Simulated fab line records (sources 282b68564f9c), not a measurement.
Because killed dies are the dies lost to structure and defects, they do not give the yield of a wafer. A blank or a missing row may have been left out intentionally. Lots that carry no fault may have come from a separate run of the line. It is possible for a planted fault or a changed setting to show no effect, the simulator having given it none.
Which of the tools did it? || flow rit cmos || 14 lots, 42 wafers sampled, at 3 steps of a route of 202

WHAT THE GAUGES SHOWED, per wafer
RIT_NSD_TW_MEAS_10. Usual: NSD_TW 3173, standard deviation 18.
{"lot": "L652", "measured": "day 3 02:56", "on": "film metro-02", "NSD_TW": "3187 3152 3164", "flag": ""}
{"lot": "L653", "measured": "day 3 09:47", "on": "film metro-04", "NSD_TW": "3184 3179 3173", "flag": ""}
{"lot": "L654", "measured": "day 3 12:23", "on": "film metro-03", "NSD_TW": "3181 3184 3168", "flag": ""}
{"lot": "L656", "measured": "day 3 23:40", "on": "film metro-03", "NSD_TW": "3156 3131 3165", "flag": ""}
{"lot": "L659", "measured": "day 4 13:35", "on": "film metro-03", "NSD_TW": "3149 3146 3157", "flag": ""}
{"lot": "L660", "measured": "day 4 21:38", "on": "film metro-04", "NSD_TW": "3183 3192 3187", "flag": ""}
{"lot": "L661", "measured": "day 4 22:44", "on": "film metro-04", "NSD_TW": "3184 3187 3179", "flag": ""}
{"lot": "L664", "measured": "day 5 18:37", "on": "film metro-02", "NSD_TW": "2891 2903 2908", "flag": "OFF"}
{"lot": "L665", "measured": "day 5 21:15", "on": "film metro-03", "NSD_TW": "2884 2893 2875", "flag": "OFF"}
{"lot": "L668", "measured": "day 6 14:45", "on": "film metro-02", "NSD_TW": "3177 3188 3179", "flag": ""}
{"lot": "L670", "measured": "day 6 21:25", "on": "film metro-04", "NSD_TW": "3202 3202 3201", "flag": ""}
{"lot": "L671", "measured": "day 6 23:28", "on": "film metro-03", "NSD_TW": "3160 3161 3155", "flag": ""}
{"lot": "L672", "measured": "day 7 09:49", "on": "film metro-02", "NSD_TW": "3181 3158 3180", "flag": ""}
{"lot": "L674", "measured": "day 7 18:53", "on": "film metro-04", "NSD_TW": "3209 3179 3184", "flag": ""}

RIT_SDANNEAL_RS_MEAS_05: the measuring method here is four-point-probe. Usual: NSD_RS 84.71 ohm/sq, standard deviation 0.27.
{"lot": "L652", "measured": "day 3 05:01", "on": "film metro-03", "NSD_RS (ohm/sq)": "84.54 84.39 84.53", "flag": ""}
{"lot": "L653", "measured": "day 3 11:49", "on": "film metro-04", "NSD_RS (ohm/sq)": "84.99 85.13 84.88", "flag": ""}
{"lot": "L654", "measured": "day 3 14:25", "on": "film metro-02", "NSD_RS (ohm/sq)": "84.43 84.51 84.23", "flag": ""}
{"lot": "L656", "measured": "day 4 01:51", "on": "film metro-04", "NSD_RS (ohm/sq)": "84.85 84.84 85.02", "flag": ""}
{"lot": "L659", "measured": "day 4 15:38", "on": "film metro-04", "NSD_RS (ohm/sq)": "84.89 84.99 84.88", "flag": ""}
{"lot": "L660", "measured": "day 4 23:47", "on": "film metro-04", "NSD_RS (ohm/sq)": "84.30 84.51 84.63", "flag": ""}
{"lot": "L661", "measured": "day 5 01:10", "on": "film metro-04", "NSD_RS (ohm/sq)": "85.21 85.10 84.97", "flag": ""}
{"lot": "L664", "measured": "day 5 20:39", "on": "film metro-02", "NSD_RS (ohm/sq)": "117.03 117.07 116.74", "flag": "OFF"}
{"lot": "L665", "measured": "day 5 23:18", "on": "film metro-03", "NSD_RS (ohm/sq)": "116.83 117.05 117.12", "flag": "OFF"}
{"lot": "L668", "measured": "day 6 16:56", "on": "film metro-02", "NSD_RS (ohm/sq)": "84.81 84.55 84.45", "flag": ""}
{"lot": "L670", "measured": "day 6 23:28", "on": "film metro-04", "NSD_RS (ohm/sq)": "84.36 84.41 84.24", "flag": ""}
{"lot": "L671", "measured": "day 7 01:38", "on": "film metro-03", "NSD_RS (ohm/sq)": "84.35 84.44 84.30", "flag": ""}
{"lot": "L672", "measured": "day 7 11:52", "on": "film metro-03", "NSD_RS (ohm/sq)": "84.79 84.66 84.60", "flag": ""}
{"lot": "L674", "measured": "day 7 21:04", "on": "film metro-02", "NSD_RS (ohm/sq)": "84.39 84.63 84.63", "flag": ""}

EACH LOT AND THE TOOL THAT RAN IT (in order: tool; ch and the chambers of the sampled wafers; start)
{"lot": "L652", "RIT_NSD_IMPLANT_08": "implanter-04 ch 0, day 3 02:38"}
{"lot": "L653", "RIT_NSD_IMPLANT_08": "implanter-04 ch 0, day 3 09:28"}
{"lot": "L654", "RIT_NSD_IMPLANT_08": "implanter-01 ch 0, day 3 12:04"}
{"lot": "L656", "RIT_NSD_IMPLANT_08": "implanter-01 ch 0, day 3 23:22"}
{"lot": "L659", "RIT_NSD_IMPLANT_08": "implanter-04 ch 0, day 4 13:16"}
{"lot": "L660", "RIT_NSD_IMPLANT_08": "implanter-04 ch 0, day 4 21:18"}
{"lot": "L661", "RIT_NSD_IMPLANT_08": "implanter-03 ch 0, day 4 22:26"}
{"lot": "L664", "RIT_NSD_IMPLANT_08": "implanter-04 ch 0, day 5 18:18"}
{"lot": "L665", "RIT_NSD_IMPLANT_08": "implanter-04 ch 0, day 5 20:56"}
{"lot": "L668", "RIT_NSD_IMPLANT_08": "implanter-01 ch 0, day 6 14:26"}
{"lot": "L670", "RIT_NSD_IMPLANT_08": "implanter-01 ch 0, day 6 21:05"}
{"lot": "L671", "RIT_NSD_IMPLANT_08": "implanter-01 ch 0, day 6 23:11"}
{"lot": "L672", "RIT_NSD_IMPLANT_08": "implanter-01 ch 0, day 7 09:31"}
{"lot": "L674", "RIT_NSD_IMPLANT_08": "implanter-01 ch 0, day 7 18:35"}
- RIT_NSD_IMPLANT_08

WHAT THE TOOLS THEMSELVES READ (means of the sampled wafers that have a number; where no wafer has one, the mark that the record gives instead)
RIT_NSD_IMPLANT_08. Usual: dose ions cm2 9.998e+14, standard deviation 1.1e+12; faraday current uA 3134, standard deviation 61.
{"lot": "L652", "tool": "implanter-04", "dose ions cm2": 9.992e+14, "faraday current uA": 3135, "flag": ""}
{"lot": "L653", "tool": "implanter-04", "dose ions cm2": 1.000e+15, "faraday current uA": 3177, "flag": ""}
{"lot": "L654", "tool": "implanter-01", "dose ions cm2": 9.985e+14, "faraday current uA": 3100, "flag": ""}
{"lot": "L656", "tool": "implanter-01", "dose ions cm2": 9.995e+14, "faraday current uA": 3174, "flag": ""}
{"lot": "L659", "tool": "implanter-04", "dose ions cm2": 1.001e+15, "faraday current uA": 3082, "flag": ""}
{"lot": "L660", "tool": "implanter-04", "dose ions cm2": 9.999e+14, "faraday current uA": 3139, "flag": ""}
{"lot": "L661", "tool": "implanter-03", "dose ions cm2": 1.000e+15, "faraday current uA": 3111, "flag": ""}
{"lot": "L664", "tool": "implanter-04", "dose ions cm2": 6.709e+14, "faraday current uA": 2151, "flag": "OFF"}
{"lot": "L665", "tool": "implanter-04", "dose ions cm2": 6.706e+14, "faraday current uA": 2099, "flag": "OFF"}
{"lot": "L668", "tool": "implanter-01", "dose ions cm2": 9.998e+14, "faraday current uA": 3185, "flag": ""}
{"lot": "L670", "tool": "implanter-01", "dose ions cm2": 9.995e+14, "faraday current uA": 3105, "flag": ""}
{"lot": "L671", "tool": "implanter-01", "dose ions cm2": 1.000e+15, "faraday current uA": 3129, "flag": ""}
{"lot": "L672", "tool": "implanter-01", "dose ions cm2": 9.994e+14, "faraday current uA": 3198, "flag": ""}
{"lot": "L674", "tool": "implanter-01", "dose ions cm2": 1.001e+15, "faraday current uA": 3165, "flag": ""}

THE ANSWER, worked out from the rows above alone
Rule: a lot counts as off when the mean over its wafers that have a number is more than 3 standard deviations away from the usual mean. Also off: a lot with no number at a reading for which 4 or more lots have one. The other lots that the step has rows for count as sound. After the gauges, taken in route order, come the tools' own readings; for these a lot's mean is taken, as printed above. The first step at which some lot is off is used, and at that step the reading that is off furthest; a lot without a number counts as furthest.
Off: at RIT_NSD_TW_MEAS_10 (NSD_TW), L664, L665.
If a tool, at a process step before that reading, ran all the lots that are off and no sound lot after the first of them, it fits. Not tried: the gauges at RIT_NSD_TW_MEAS_10; whatever is off there is also off at RIT_NSD_IMPLANT_08, on other tools, and gauge error can't account for it. One fits: RIT_NSD_IMPLANT_08 on implanter-04. A fault onset in the window from L660 (day 4 21:18, its last sound lot) to L664 (day 5 18:18, its first lot off) fits.
The tool's own readings at RIT_NSD_IMPLANT_08 bear it out: on the lots that are off they differ by more than 5 times the standard deviation of the sound lots' means. dose ions cm2 reads 6.708e+14 there against 9.998e+14 on the sound lots; faraday current uA reads 2125 there against 3142 on the sound lots.

WHAT THE SIMULATOR HAD PUT IN
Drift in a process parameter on implanter-04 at RIT_NSD_IMPLANT_08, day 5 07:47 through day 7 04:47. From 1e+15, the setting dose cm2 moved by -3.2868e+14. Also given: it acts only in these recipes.
Shown lots that were struck: L664, L665. The same result came from the rule above.
